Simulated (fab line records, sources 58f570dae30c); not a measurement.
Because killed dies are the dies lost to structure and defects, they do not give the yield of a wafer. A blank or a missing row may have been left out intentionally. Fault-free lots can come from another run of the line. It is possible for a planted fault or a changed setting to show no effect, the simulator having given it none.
Split-lot experiment || flow berkeley-cmos170 || on a route of 331 steps: 5 lots, 23 wafers read

== ON THE SPLIT ==
At UCB170_GATE_OXIDATION_01 (target thk 6.6 nm, ox time 1800 s), the setting temp-c was moved away from the recipe's 850 C on 15 of the 23 wafers read, by -1.7% to +1.9%. The other wafers ran this setting at the recipe's value.

No step appears in the file between the split and the reading.

== THE READING ==
GATE_OXIDE_THK, in nm, at UCB170_GATE_THK_MEAS_02. A value of 6.55 nm with a standard deviation of 0.09 nm is what fault-free wafers of this fab line usually give.

{"wafer": "L074.2", "tool, chamber at the split": "furnace-04, 0", "temp-c as run, C": 850, "against the recipe": "recipe", "GATE_OXIDE_THK, nm": 6.48, "against lot-mates on the recipe": "-"}
{"wafer": "L074.3", "tool, chamber at the split": "furnace-04, 0", "temp-c as run, C": 850, "against the recipe": "recipe", "GATE_OXIDE_THK, nm": 6.56, "against lot-mates on the recipe": "-"}
{"wafer": "L074.4", "tool, chamber at the split": "furnace-04, 0", "temp-c as run, C": 850, "against the recipe": "recipe", "GATE_OXIDE_THK, nm": 6.49, "against lot-mates on the recipe": "-"}
{"wafer": "L077.1", "tool, chamber at the split": "-, -", "temp-c as run, C": 840.9, "against the recipe": "-1.1%", "GATE_OXIDE_THK, nm": 5.73, "against lot-mates on the recipe": "no lot-mate on the recipe"}
{"wafer": "L077.2", "tool, chamber at the split": "-, -", "temp-c as run, C": 840.9, "against the recipe": "-1.1%", "GATE_OXIDE_THK, nm": 5.80, "against lot-mates on the recipe": "no lot-mate on the recipe"}
{"wafer": "L077.3", "tool, chamber at the split": "-, -", "temp-c as run, C": 840.9, "against the recipe": "-1.1%", "GATE_OXIDE_THK, nm": 5.89, "against lot-mates on the recipe": "no lot-mate on the recipe"}
{"wafer": "L077.5", "tool, chamber at the split": "-, -", "temp-c as run, C": 840.9, "against the recipe": "-1.1%", "GATE_OXIDE_THK, nm": 5.66, "against lot-mates on the recipe": "no lot-mate on the recipe"}
{"wafer": "L077.6", "tool, chamber at the split": "-, -", "temp-c as run, C": 840.9, "against the recipe": "-1.1%", "GATE_OXIDE_THK, nm": 5.81, "against lot-mates on the recipe": "no lot-mate on the recipe"}
{"wafer": "L079.1", "tool, chamber at the split": "-, -", "temp-c as run, C": 850, "against the recipe": "recipe", "GATE_OXIDE_THK, nm": 6.55, "against lot-mates on the recipe": "-"}
{"wafer": "L079.2", "tool, chamber at the split": "-, -", "temp-c as run, C": 850, "against the recipe": "recipe", "GATE_OXIDE_THK, nm": 6.51, "against lot-mates on the recipe": "-"}
{"wafer": "L079.3", "tool, chamber at the split": "-, -", "temp-c as run, C": 850, "against the recipe": "recipe", "GATE_OXIDE_THK, nm": 6.49, "against lot-mates on the recipe": "-"}
{"wafer": "L079.4", "tool, chamber at the split": "-, -", "temp-c as run, C": 850, "against the recipe": "recipe", "GATE_OXIDE_THK, nm": 6.40, "against lot-mates on the recipe": "-"}
{"wafer": "L079.5", "tool, chamber at the split": "-, -", "temp-c as run, C": 850, "against the recipe": "recipe", "GATE_OXIDE_THK, nm": 6.43, "against lot-mates on the recipe": "-"}
{"wafer": "L083.1", "tool, chamber at the split": "-, -", "temp-c as run, C": 835.8, "against the recipe": "-1.7%", "GATE_OXIDE_THK, nm": 5.49, "against lot-mates on the recipe": "no lot-mate on the recipe"}
{"wafer": "L083.2", "tool, chamber at the split": "-, -", "temp-c as run, C": 835.8, "against the recipe": "-1.7%", "GATE_OXIDE_THK, nm": 5.44, "against lot-mates on the recipe": "no lot-mate on the recipe"}
{"wafer": "L083.4", "tool, chamber at the split": "-, -", "temp-c as run, C": 835.8, "against the recipe": "-1.7%", "GATE_OXIDE_THK, nm": 5.52, "against lot-mates on the recipe": "no lot-mate on the recipe"}
{"wafer": "L083.5", "tool, chamber at the split": "-, -", "temp-c as run, C": 835.8, "against the recipe": "-1.7%", "GATE_OXIDE_THK, nm": 5.46, "against lot-mates on the recipe": "no lot-mate on the recipe"}
{"wafer": "L083.6", "tool, chamber at the split": "-, -", "temp-c as run, C": 835.8, "against the recipe": "-1.7%", "GATE_OXIDE_THK, nm": 5.41, "against lot-mates on the recipe": "no lot-mate on the recipe"}
{"wafer": "L085.1", "tool, chamber at the split": "-, -", "temp-c as run, C": 865.8, "against the recipe": "+1.9%", "GATE_OXIDE_THK, nm": 7.99, "against lot-mates on the recipe": "no lot-mate on the recipe"}
{"wafer": "L085.2", "tool, chamber at the split": "-, -", "temp-c as run, C": 865.8, "against the recipe": "+1.9%", "GATE_OXIDE_THK, nm": 7.95, "against lot-mates on the recipe": "no lot-mate on the recipe"}
{"wafer": "L085.3", "tool, chamber at the split": "-, -", "temp-c as run, C": 865.8, "against the recipe": "+1.9%", "GATE_OXIDE_THK, nm": 7.91, "against lot-mates on the recipe": "no lot-mate on the recipe"}
{"wafer": "L085.4", "tool, chamber at the split": "-, -", "temp-c as run, C": 865.8, "against the recipe": "+1.9%", "GATE_OXIDE_THK, nm": 7.97, "against lot-mates on the recipe": "no lot-mate on the recipe"}
{"wafer": "L085.5", "tool, chamber at the split": "-, -", "temp-c as run, C": 865.8, "against the recipe": "+1.9%", "GATE_OXIDE_THK, nm": 8.08, "against lot-mates on the recipe": "no lot-mate on the recipe"}

THE FIT
A straight line over all 23 wafers: GATE_OXIDE_THK changes by +0.72 nm for each +1% of temp-c; r = +0.99; the points scatter about the line by 0.098 nm.
Too few moved wafers with a lot-mate on the recipe to fit a line net of each lot's own level.

== THE WHOLE CHAIN: every reading that the file lists as answering this split, in the file's order ==
{"step": "UCB170_GATE_OXIDATION_01", "what it does": "target thk 6.6 nm, ox time 1800 s", "reading": "SiO2_of_GATE_OXIDATION_01.thk-nm (the simulator's own value, which no gauge read)", "change (the file's fit)": "+0.713 nm for each +1% of the setting", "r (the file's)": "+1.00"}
{"step": "UCB170_GATE_THK_MEAS_02", "what it does": "", "reading": "GATE_OXIDE_THK", "change (the file's fit)": "+0.72 for each +1% of the setting", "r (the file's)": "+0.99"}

== FILE'S OWN FIT ==
GATE_OXIDE_THK changes by +0.72 nm for each +1% of temp-c, r = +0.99.
